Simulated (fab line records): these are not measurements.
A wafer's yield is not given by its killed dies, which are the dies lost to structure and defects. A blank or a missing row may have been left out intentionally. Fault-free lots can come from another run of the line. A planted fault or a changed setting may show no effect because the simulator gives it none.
fab line records + flow berkeley-cmos170
record
- lots=14
- wafers=42
- last-day=12
route steps=331 shown CONTACT@231 V1@268 M2@288
lots with no fault: from the same line, run without faults
start-h: hours from the record's first day to the start of the lot's first wafer shown + wait-h: hours since the lot's step before + " repeats the value in the row above + L1.1+2: one row covering several wafers at once + - no value, or no start was given + * or withheld: withheld + < > ~ a bound
route shown NAME@n: a module of which the file shows steps, and the number in the route of the first + usual: mean/standard deviation of fault-free wafers + same: alike in all rows + chamber/n: place in a boat + sites: per-site readings + _std_site: how widely they spread, as a standard deviation + _edge_site: mean of outer sites minus mean of inner sites + radius-mm: for every site, how far away it sits from the centre of the wafer + mask NAME#n: copy n + behind: the tool/chamber that last shaped the wafer + hold: why the lot was held/for how many hours/how that ended + device: the transistor (n, p or np) that didn't switch + end of line: tests of these same wafers at the route's end + a step without rows: its recipe alone + killed: dies that structure and defects cost at the first sort, which is not the same as the wafer's yield + map: a wafer's dies, marking killed ones x, the rest . and places with no die _
set.NAME: the setting the step ran with; set.NAME@STEP: the setting that earlier step ran with + model.NAME: the simulator's own value behind a step, which no gauge read
one table for each step of the route and one row for each wafer, over a sample of lots
services: a tool's chamber out of use, with start hour (start-h, from the record's first day; less than 0 if before it), hours out, and reason
## steps
# step UCB170_CONTACT_CD_MEAS_15
# recipe
- target-cd-nm=700
# usual
- cd-nm=699.8/1.1
| lot.wafer | tool      | chamber | start-h | wait-h | cd-nm |
|-----------|-----------|---------|---------|--------|-------|
| L564.1    | cd-sem-01 | -       | 166.08  | -      | 700.2 |
| L564.2    | "         | -       | "       | "      | 701.6 |
| L564.5    | "         | -       | "       | "      | 700.5 |
| L565.1    | cd-sem-02 | -       | 178.94  | -      | 699.7 |
| L565.4    | "         | -       | "       | "      | 699.2 |
| L565.6    | "         | -       | "       | "      | 701.0 |
| L566.2    | cd-sem-02 | -       | 180.17  | -      | 700.4 |
| L566.3    | "         | -       | "       | "      | 699.0 |
| L566.6    | "         | -       | "       | "      | 698.9 |
| L568.1    | cd-sem-01 | -       | 193.19  | -      | 701.7 |
| L568.2    | "         | -       | "       | "      | 699.7 |
| L568.6    | "         | -       | "       | "      | 699.4 |
| L569.1    | cd-sem-01 | -       | 195.82  | -      | 699.1 |
| L569.3    | "         | -       | "       | "      | 698.3 |
| L569.4    | "         | -       | "       | "      | 700.6 |
| L567.2    | cd-sem-02 | -       | 196.08  | -      | 699.8 |
| L567.3    | "         | -       | "       | "      | 698.7 |
| L567.5    | "         | -       | "       | "      | 700.3 |
| L573.2    | cd-sem-01 | -       | 207.14  | -      | 698.8 |
| L573.3    | "         | -       | "       | "      | 698.7 |
| L573.4    | "         | -       | "       | "      | 697.7 |
| L574.1    | cd-sem-02 | -       | 207.22  | -      | 698.8 |
| L574.4    | "         | -       | "       | "      | 699.5 |
| L574.6    | "         | -       | "       | "      | 699.3 |
| L575.1    | cd-sem-02 | -       | 236.88  | -      | 698.7 |
| L575.3    | "         | -       | "       | "      | 698.7 |
| L575.6    | "         | -       | "       | "      | 699.1 |
| L577.2    | cd-sem-02 | -       | 237.06  | -      | 701.5 |
| L577.3    | "         | -       | "       | "      | 700.1 |
| L577.4    | "         | -       | "       | "      | 702.3 |
| L580.2    | cd-sem-02 | -       | 250.78  | -      | 701.0 |
| L580.4    | "         | -       | "       | "      | 701.8 |
| L580.5    | "         | -       | "       | "      | 703.2 |
| L579.1    | cd-sem-02 | -       | 251.27  | -      | 698.4 |
| L579.2    | "         | -       | "       | "      | 699.6 |
| L579.3    | "         | -       | "       | "      | 700.1 |
| L581.3    | cd-sem-02 | -       | 265.16  | -      | 700.7 |
| L581.4    | "         | -       | "       | "      | 699.8 |
| L581.5    | "         | -       | "       | "      | 700.3 |
| L585.1    | cd-sem-02 | -       | 279.94  | -      | 701.2 |
| L585.4    | "         | -       | "       | "      | 701.2 |
| L585.5    | "         | -       | "       | "      | 700.6 |
# step UCB170_CONTACT_CD_MEAS_90
# recipe
- target-cd-nm=700
# usual
- cd-nm=700.1/1.3
| lot.wafer | tool      | chamber | start-h | wait-h | cd-nm |
|-----------|-----------|---------|---------|--------|-------|
| L564.1    | cd-sem-02 | -       | 166.54  | 0.1    | 701.3 |
| L564.2    | "         | -       | "       | "      | 701.2 |
| L564.5    | "         | -       | "       | "      | 701.4 |
| L565.1    | cd-sem-02 | -       | 179.36  | 0.1    | 699.6 |
| L565.4    | "         | -       | "       | "      | 700.0 |
| L565.6    | "         | -       | "       | "      | 701.6 |
| L566.2    | cd-sem-02 | -       | 180.59  | 0.1    | 699.6 |
| L566.3    | "         | -       | "       | "      | 699.2 |
| L566.6    | "         | -       | "       | "      | 698.5 |
| L568.1    | cd-sem-02 | -       | 193.61  | 0.1    | 701.9 |
| L568.2    | "         | -       | "       | "      | 699.2 |
| L568.6    | "         | -       | "       | "      | 698.8 |
| L569.1    | cd-sem-02 | -       | 196.24  | 0.1    | 699.9 |
| L569.3    | "         | -       | "       | "      | 699.3 |
| L569.4    | "         | -       | "       | "      | 700.0 |
| L567.2    | cd-sem-01 | -       | 196.50  | 0.1    | 700.5 |
| L567.3    | "         | -       | "       | "      | 697.5 |
| L567.5    | "         | -       | "       | "      | 698.6 |
| L573.2    | cd-sem-01 | -       | 207.57  | 0.1    | 698.9 |
| L573.3    | "         | -       | "       | "      | 698.5 |
| L573.4    | "         | -       | "       | "      | 698.2 |
| L574.1    | cd-sem-02 | -       | 207.64  | 0.1    | 699.2 |
| L574.4    | "         | -       | "       | "      | 698.9 |
| L574.6    | "         | -       | "       | "      | 698.7 |
| L575.1    | cd-sem-01 | -       | 237.30  | 0.1    | 698.9 |
| L575.3    | "         | -       | "       | "      | 698.5 |
| L575.6    | "         | -       | "       | "      | 698.6 |
| L577.2    | cd-sem-02 | -       | 237.49  | 0.1    | 702.4 |
| L577.3    | "         | -       | "       | "      | 701.6 |
| L577.4    | "         | -       | "       | "      | 703.5 |
| L580.2    | cd-sem-01 | -       | 251.21  | 0.1    | 702.0 |
| L580.4    | "         | -       | "       | "      | 702.5 |
| L580.5    | "         | -       | "       | "      | 704.7 |
| L579.1    | cd-sem-01 | -       | 251.70  | 0.1    | 699.6 |
| L579.2    | "         | -       | "       | "      | 700.8 |
| L579.3    | "         | -       | "       | "      | 700.5 |
| L581.3    | cd-sem-01 | -       | 265.59  | 0.1    | 699.6 |
| L581.4    | "         | -       | "       | "      | 698.4 |
| L581.5    | "         | -       | "       | "      | 699.3 |
| L585.1    | cd-sem-01 | -       | 280.36  | 0.1    | 702.2 |
| L585.4    | "         | -       | "       | "      | 700.0 |
| L585.5    | "         | -       | "       | "      | 700.5 |
# step UCB170_V1_ETCH_14
# recipe
- chemistry=CHF3/CF4/Ar
- target=SiO2
- stop-on=Al
- CHF3_flow_sccm=45
- cf4-flow-sccm=15
- Ar_flow_sccm=150
- pressure-mtorr=200
- rf-w=700
- target-depth-a=12500
- over-etch-frac=0.25
- time-s=291
# usual
- drypump-motor-current-A=5.90/0.24
- oes-product-au=0.870/0.011
- rf-fwd-power-W=698.2/1.9
- throttle-valve-pct=6.96/0.12
| lot.wafer | tool        | chamber | start-h | wait-h | drypump-motor-current-A | oes-product-au | rf-fwd-power-W | rf-hours-counter-h | throttle-valve-pct |
|-----------|-------------|---------|---------|--------|-------------------------|----------------|----------------|--------------------|--------------------|
| L564.1    | rie-diel-04 | 2       | 172.06  | 0.0    | 5.99                    | 0.873          | 697.6          | 127                | 7.14               |
| L564.2    | "           | 3       | "       | "      | 5.40                    | 0.859          | 694.2          | 15                 | 6.94               |
| L564.5    | "           | 2       | "       | "      | 6.01                    | 0.873          | 697.6          | -                  | 7.15               |
| L565.1    | rie-diel-01 | 3       | 184.87  | 0.0    | 5.94                    | 0.887          | 697.5          | 61                 | 6.94               |
| L565.4    | "           | 2       | "       | "      | 6.02                    | 0.858          | 697.2          | 58                 | 6.83               |
| L565.6    | "           | 0       | "       | "      | 5.52                    | 0.856          | 700.9          | -                  | 7.11               |
| L566.2    | rie-diel-02 | 1       | 186.75  | 0.0    | 5.84                    | 0.864          | 698.0          | 2                  | 6.90               |
| L566.3    | "           | 0       | "       | "      | 5.80                    | 0.880          | 694.6          | 62                 | 6.78               |
| L566.6    | "           | 1       | "       | "      | 5.82                    | 0.873          | 696.0          | -                  | 6.91               |
| L568.1    | rie-diel-02 | 1       | 199.36  | 0.0    | 5.86                    | 0.873          | 698.8          | 3                  | 6.92               |
| L568.2    | "           | 0       | "       | "      | 5.79                    | 0.863          | 696.3          | 63                 | 6.76               |
| L568.6    | "           | 0       | "       | "      | 5.78                    | 0.885          | 698.7          | -                  | 6.76               |
| L569.1    | rie-diel-04 | 3       | 201.85  | 0.0    | 5.43                    | 0.867          | 696.0          | 16                 | 6.95               |
| L569.3    | "           | 2       | "       | "      | 6.04                    | 0.870          | 698.0          | 128                | 7.14               |
| L569.4    | "           | 1       | "       | "      | 6.02                    | 0.862          | 698.7          | 36                 | 6.91               |
| L567.2    | rie-diel-01 | 1       | 206.32  | 0.0    | 6.34                    | 0.881          | 698.9          | 11                 | 7.00               |
| L567.3    | "           | 0       | "       | "      | 5.54                    | 0.870          | 699.7          | 73                 | 7.11               |
| L567.5    | "           | 3       | "       | "      | 5.93                    | 0.888          | 702.2          | -                  | 6.95               |
| L573.2    | rie-diel-01 | 1       | 214.67  | 0.0    | 6.35                    | 0.884          | 700.0          | 11                 | 6.99               |
| L573.3    | "           | 2       | "       | "      | 6.07                    | 0.856          | 697.5          | 59                 | 6.83               |
| L573.4    | "           | 0       | "       | "      | 5.55                    | 0.859          | 697.3          | 74                 | 7.12               |
| L574.1    | rie-diel-01 | 3       | 215.44  | 0.0    | 5.92                    | 0.890          | 695.8          | 63                 | 6.96               |
| L574.4    | "           | 0       | "       | "      | 5.56                    | 0.865          | 697.7          | 74                 | 7.12               |
| L574.6    | "           | 0       | "       | "      | 5.55                    | 0.859          | 699.8          | -                  | 7.11               |
| L577.2    | rie-diel-02 | 0       | 245.11  | 0.0    | 5.72                    | 0.880          | 697.7          | 66                 | 6.77               |
| L577.3    | "           | 2       | "       | "      | 5.96                    | 0.880          | 696.1          | 127                | 7.18               |
| L577.4    | "           | 3       | "       | "      | 5.98                    | 0.861          | 699.2          | 89                 | 6.89               |
| L575.1    | rie-diel-04 | 1       | 245.34  | 0.0    | 6.04                    | 0.857          | 702.4          | 37                 | 6.93               |
| L575.3    | "           | 3       | "       | "      | 5.42                    | 0.853          | 699.6          | 18                 | 6.95               |
| L575.6    | "           | 0       | "       | "      | 6.15                    | 0.864          | 699.7          | -                  | 6.95               |
| L579.1    | rie-diel-02 | 0       | 259.26  | 0.0    | 5.79                    | 0.871          | 693.0          | 67                 | 6.78               |
| L579.2    | "           | 1       | "       | "      | 5.85                    | 0.875          | 701.0          | 6                  | 6.92               |
| L579.3    | "           | 3       | "       | "      | 5.98                    | 0.860          | 698.3          | 90                 | 6.87               |
| L580.2    | rie-diel-04 | 0       | 259.44  | 0.0    | 6.14                    | 0.869          | 698.9          | 17                 | 6.96               |
| L580.4    | "           | 3       | "       | "      | 5.42                    | 0.861          | 700.2          | 18                 | 6.95               |
| L580.5    | "           | 0       | "       | "      | 6.15                    | 0.865          | 695.8          | -                  | 6.94               |
| L581.3    | rie-diel-01 | 3       | 271.29  | 0.0    | 5.93                    | 0.890          | 694.5          | 65                 | 6.97               |
| L581.4    | "           | 1       | "       | "      | 6.33                    | 0.885          | 700.8          | 14                 | 6.99               |
| L581.5    | "           | 3       | "       | "      | 5.91                    | 0.901          | 698.1          | -                  | 6.94               |
| L585.1    | rie-diel-04 | 1       | 290.28  | 0.0    | 6.00                    | 0.851          | 699.4          | 39                 | 6.91               |
| L585.4    | "           | 3       | "       | "      | 5.42                    | 0.859          | 701.2          | 19                 | 6.95               |
| L585.5    | "           | 3       | "       | "      | 5.41                    | 0.857          | 699.4          | -                  | 6.96               |
# step UCB170_V1_STRIP_15
# recipe
- chemistry=O2
- power-w=400
- pressure-mtorr=3500
- platen-temp-c=withheld
- o2-flow-sccm=400
- overash-fraction=0.5
# usual
- drypump-motor-current-A=5.82/0.21
- o2-flow-sccm=399.7/1.3
- oes-product-au=0.722/0.0045
- strip-time-to-endpoint-s=15.27/0.12
| lot.wafer | tool            | chamber | start-h | wait-h | drypump-motor-current-A | o2-flow-sccm | oes-product-au | rf-hours-counter-h | strip-time-to-endpoint-s |
|-----------|-----------------|---------|---------|--------|-------------------------|--------------|----------------|--------------------|--------------------------|
| L564.1    | plasma-asher-02 | 1       | 172.24  | 0.1    | 5.64                    | 399.8        | 0.720          | 46                 | 15.26                    |
| L564.2    | "               | 0       | "       | "      | 6.19                    | 400.3        | 0.720          | 46                 | 15.25                    |
| L564.5    | "               | 1       | "       | "      | 5.63                    | 398.7        | 0.725          | -                  | 15.19                    |
| L565.1    | plasma-asher-02 | 1       | 185.04  | 0.1    | 5.64                    | 400.5        | 0.714          | 47                 | 15.12                    |
| L565.4    | "               | 0       | "       | "      | 6.23                    | 398.1        | 0.731          | -                  | 15.34                    |
| L565.6    | "               | 1       | "       | "      | 5.63                    | 399.1        | 0.725          | -                  | 15.22                    |
| L566.2    | plasma-asher-03 | 1       | 186.93  | 0.1    | 5.76                    | 397.9        | 0.718          | 46                 | 15.25                    |
| L566.3    | "               | 0       | "       | "      | 5.92                    | 401.8        | 0.723          | -                  | 15.30                    |
| L566.6    | "               | 0       | "       | "      | 5.94                    | 401.9        | 0.729          | -                  | 15.31                    |
| L568.1    | plasma-asher-03 | 0       | 199.54  | 0.1    | 5.90                    | 400.2        | 0.719          | 47                 | 15.18                    |
| L568.2    | "               | 1       | "       | "      | 5.76                    | 400.7        | 0.713          | 47                 | 15.27                    |
| L568.6    | "               | 1       | "       | "      | 5.76                    | 399.4        | 0.728          | -                  | 15.22                    |
| L569.1    | plasma-asher-03 | 1       | 202.03  | 0.1    | 5.75                    | 400.4        | 0.722          | 48                 | 15.17                    |
| L569.3    | "               | 0       | "       | "      | 5.92                    | 401.0        | 0.715          | -                  | 15.14                    |
| L569.4    | "               | 1       | "       | "      | 5.76                    | 401.2        | 0.723          | -                  | 15.20                    |
| L567.2    | plasma-asher-02 | 0       | 206.50  | 0.1    | 6.15                    | 396.7        | 0.718          | 49                 | 15.37                    |
| L567.3    | "               | 1       | "       | "      | 5.67                    | 400.5        | 0.718          | -                  | 15.33                    |
| L567.5    | "               | 1       | "       | "      | 5.66                    | 399.9        | 0.719          | -                  | 15.11                    |
| L573.2    | plasma-asher-04 | 0       | 214.85  | 0.1    | 5.54                    | 400.0        | 0.716          | 39                 | 15.25                    |
| L573.3    | "               | 0       | "       | "      | 5.49                    | 398.3        | 0.720          | -                  | 15.20                    |
| L573.4    | "               | 1       | "       | "      | 5.92                    | 398.8        | 0.716          | -                  | 15.29                    |
| L574.1    | plasma-asher-03 | 1       | 215.61  | 0.1    | 5.76                    | 398.5        | 0.722          | 49                 | 15.14                    |
| L574.4    | "               | 1       | "       | "      | 5.79                    | 400.5        | 0.724          | -                  | 15.38                    |
| L574.6    | "               | 1       | "       | "      | 5.75                    | 398.0        | 0.721          | -                  | 15.32                    |
| L577.2    | plasma-asher-02 | 1       | 245.29  | 0.1    | 5.67                    | 400.0        | 0.729          | 53                 | 16.23                    |
| L577.3    | "               | 1       | "       | "      | 5.69                    | 398.9        | 0.725          | -                  | 15.37                    |
| L577.4    | "               | 0       | "       | "      | 6.19                    | 398.5        | 0.727          | -                  | 15.32                    |
| L575.1    | plasma-asher-03 | 1       | 245.52  | 0.1    | 5.76                    | 400.4        | 0.732          | 52                 | 15.25                    |
| L575.3    | "               | 0       | "       | "      | 5.91                    | 398.6        | 0.720          | -                  | 15.19                    |
| L575.6    | "               | 1       | "       | "      | 5.75                    | 401.0        | 0.725          | -                  | 15.30                    |
| L579.1    | plasma-asher-02 | 0       | 259.44  | 0.1    | 6.17                    | 401.6        | 0.726          | 54                 | 16.19                    |
| L579.2    | "               | 1       | "       | "      | 5.63                    | 400.3        | 0.718          | 54                 | 15.45                    |
| L579.3    | "               | 0       | "       | "      | 6.21                    | 400.9        | 0.722          | -                  | 15.35                    |
| L580.2    | plasma-asher-03 | 1       | 259.62  | 0.1    | 5.77                    | 401.6        | 0.719          | 54                 | 15.47                    |
| L580.4    | "               | 0       | "       | "      | 5.88                    | 398.6        | 0.723          | -                  | 15.24                    |
| L580.5    | "               | 0       | "       | "      | 5.92                    | 399.3        | 0.727          | -                  | 15.38                    |
| L581.3    | plasma-asher-03 | 1       | 271.50  | 0.1    | 5.78                    | 400.4        | 0.726          | -                  | 15.19                    |
| L581.4    | "               | 0       | "       | "      | 5.93                    | 398.7        | 0.716          | -                  | 15.42                    |
| L581.5    | "               | 1       | "       | "      | 5.78                    | 399.8        | 0.724          | -                  | 15.10                    |
| L585.1    | plasma-asher-02 | 0       | 290.46  | 0.1    | 6.22                    | 400.1        | 0.724          | 57                 | 15.17                    |
| L585.4    | "               | 1       | "       | "      | 5.66                    | 400.6        | 0.720          | -                  | 15.22                    |
| L585.5    | "               | 0       | "       | "      | 6.23                    | 399.0        | 0.724          | -                  | 15.18                    |
# step UCB170_M2_ETCH_17
# recipe
- chemistry=N2/H2
- target-depth-a=withheld
- overetch-a=withheld
- target=BARC
- time-s=withheld
- source-w=500
- bias-w=100
- pressure-mtorr=30
- n2-flow-sccm=100
- h2-flow-sccm=200
# usual
- drypump-motor-current-A=5.7/0.4
- oes-product-au=1.008/0.022
- rf-fwd-power-W=494.7/2.2
- throttle-valve-pct=13.33/0.21
| lot.wafer | tool        | chamber | start-h | wait-h | drypump-motor-current-A | oes-product-au | rf-fwd-power-W | throttle-valve-pct |
|-----------|-------------|---------|---------|--------|-------------------------|----------------|----------------|--------------------|
| L564.1    | rie-diel-03 | 1       | 175.02  | 0.0    | 5.6                     | 1.009          | 490.9          | 13.32              |
| L564.2    | "           | 2       | "       | "      | 5.2                     | 1.048          | 493.4          | 13.69              |
| L564.5    | "           | 1       | "       | "      | 5.6                     | 1.023          | 494.7          | 13.31              |
| L565.1    | rie-diel-03 | 0       | 188.32  | 0.0    | 4.7                     | 1.018          | 494.8          | 13.31              |
| L565.4    | "           | 3       | "       | "      | 5.9                     | 0.992          | 494.4          | 13.02              |
| L565.6    | "           | 3       | "       | "      | 5.9                     | 0.991          | 494.6          | 13.01              |
| L566.2    | rie-diel-03 | 0       | 190.61  | 0.0    | 4.8                     | 1.030          | 492.5          | 13.31              |
| L566.3    | "           | 2       | "       | "      | 5.2                     | 1.045          | 494.4          | 13.69              |
| L566.6    | "           | 3       | "       | "      | 6.0                     | 1.001          | 497.0          | 13.00              |
| L568.1    | rie-diel-03 | 0       | 201.93  | 0.0    | 4.8                     | 1.031          | 492.7          | 13.34              |
| L568.2    | "           | 1       | "       | "      | 5.6                     | 1.020          | 489.5          | 13.33              |
| L568.6    | "           | 0       | "       | "      | 4.8                     | 1.027          | 495.7          | 13.32              |
| L569.1    | rie-diel-04 | 1       | 204.48  | 0.0    | 6.0                     | 0.986          | 497.0          | 13.36              |
| L569.3    | "           | 0       | "       | "      | 6.2                     | 0.981          | 492.3          | 13.27              |
| L569.4    | "           | 2       | "       | "      | 6.0                     | 1.021          | 492.5          | 13.50              |
| L567.2    | rie-diel-02 | 3       | 210.56  | 0.0    | 6.0                     | 1.003          | 496.4          | 13.09              |
| L567.3    | "           | 1       | "       | "      | 5.8                     | 0.992          | 494.7          | 13.18              |
| L567.5    | "           | 1       | "       | "      | 5.8                     | 1.006          | 495.3          | 13.19              |
| L573.2    | rie-diel-02 | 0       | 217.23  | 0.0    | 5.7                     | 0.990          | 490.0          | 13.02              |
| L573.3    | "           | 2       | "       | "      | 6.0                     | 1.006          | 496.3          | 13.57              |
| L573.4    | "           | 1       | "       | "      | 5.8                     | 1.008          | 500.1          | 13.19              |
| L574.1    | rie-diel-04 | 2       | 218.37  | 0.0    | 6.0                     | 1.017          | 491.9          | 13.50              |
| L574.4    | "           | 1       | "       | "      | 6.0                     | 0.988          | 493.9          | 13.36              |
| L574.6    | "           | 2       | "       | "      | 6.0                     | 1.012          | 494.0          | 13.50              |
| L577.2    | rie-diel-02 | 3       | 247.69  | 0.0    | 6.0                     | 0.997          | 493.8          | 13.10              |
| L577.3    | "           | 0       | "       | "      | 5.7                     | 0.998          | 488.9          | 13.02              |
| L577.4    | "           | 2       | "       | "      | 6.0                     | 1.000          | 498.8          | 13.57              |
| L575.1    | rie-diel-04 | 2       | 247.93  | 0.0    | 6.0                     | 1.015          | 493.8          | 13.49              |
| L575.3    | "           | 1       | "       | "      | 6.0                     | 0.978          | 493.6          | 13.36              |
| L575.6    | "           | 1       | "       | "      | 6.0                     | 0.981          | 495.1          | 13.37              |
| L579.1    | rie-diel-02 | 0       | 263.06  | 0.0    | 5.7                     | 1.000          | 493.8          | 13.03              |
| L579.2    | "           | 2       | "       | "      | 6.0                     | 1.004          | 496.3          | 13.57              |
| L579.3    | "           | 3       | "       | "      | 6.0                     | 0.991          | 490.9          | 13.11              |
| L580.2    | rie-diel-04 | 2       | 263.34  | 0.0    | 6.0                     | 1.017          | 493.4          | 13.49              |
| L580.4    | "           | 0       | "       | "      | 6.1                     | 0.991          | 497.4          | 13.26              |
| L580.5    | "           | 0       | "       | "      | 6.2                     | 0.986          | 495.7          | 13.24              |
| L581.3    | rie-diel-03 | 2       | 273.88  | 0.0    | 5.3                     | 1.049          | 493.7          | 13.68              |
| L581.4    | "           | 2       | "       | "      | 5.3                     | 1.064          | 494.1          | 13.70              |
| L581.5    | "           | 3       | "       | "      | 6.0                     | 1.008          | 496.4          | 13.04              |
| L585.1    | rie-diel-04 | 3       | 292.73  | 0.0    | 5.4                     | 0.988          | 496.6          | 13.38              |
| L585.4    | "           | 0       | "       | "      | 6.2                     | 0.981          | 495.3          | 13.24              |
| L585.5    | "           | 2       | "       | "      | 6.0                     | 1.026          | 496.6          | 13.48              |
## services
| tool            | chamber | start-h | hours | kind           |
|-----------------|---------|---------|-------|----------------|
| rie-diel-02     | 2       | 183.51  | 9.3   | repair         |
| rie-diel-04     | 0       | 193.07  | 7.6   | repair         |
| plasma-asher-02 | -       | 213.64  | 3.2   | repair         |
| rie-diel-03     | 3       | 216.23  | -     | clean          |
| rie-diel-03     | 3       | 216.23  | 28.7  | scheduled-down |
| rie-diel-03     | 3       | 216.23  | 28.7  | vent-cycle     |
| rie-diel-04     | 0       | 230.17  | 3.8   | repair         |
| rie-diel-03     | 0       | 244.90  | -     | clean          |
| rie-diel-03     | 0       | 244.90  | 15.4  | scheduled-down |
| rie-diel-03     | 0       | 244.90  | 15.4  | vent-cycle     |
| rie-diel-02     | 2       | 252.18  | 8.3   | repair         |
| rie-diel-01     | -       | 252.97  | 2.8   | pm             |
| rie-diel-04     | 0       | 257.50  | 1.8   | repair         |
| rie-diel-02     | 1       | 259.89  | 4.0   | repair         |
| rie-diel-03     | 1       | 268.10  | 13.2  | repair         |
| rie-diel-04     | 2       | 269.27  | -     | clean          |
| rie-diel-04     | 2       | 269.27  | 19.5  | scheduled-down |
| rie-diel-04     | 2       | 269.27  | 19.5  | vent-cycle     |
## key
first-sign
- step=UCB170_V1_STRIP_15
- reading=strip-time-to-endpoint-s
- direction=up
- sigmas=7.8
- usual=*
- struck=*
effect none on later readings
met-at UCB170_V1_ETCH_14
struck-lots L577,L579
struck-wafers L577.2,L579.1
not-acting-at UCB170_CONTACT_CD_MEAS_15,UCB170_CONTACT_CD_MEAS_90,UCB170_M2_ETCH_17
onset-between 199.36 245.11
fault
- kind=process-parameter-drift
- tool=rie-diel-02
- chamber=0
- onset-h=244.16
- steps=UCB170_V1_ETCH_14
- channel=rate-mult
- offset=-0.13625
- shape=step
- end-h=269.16
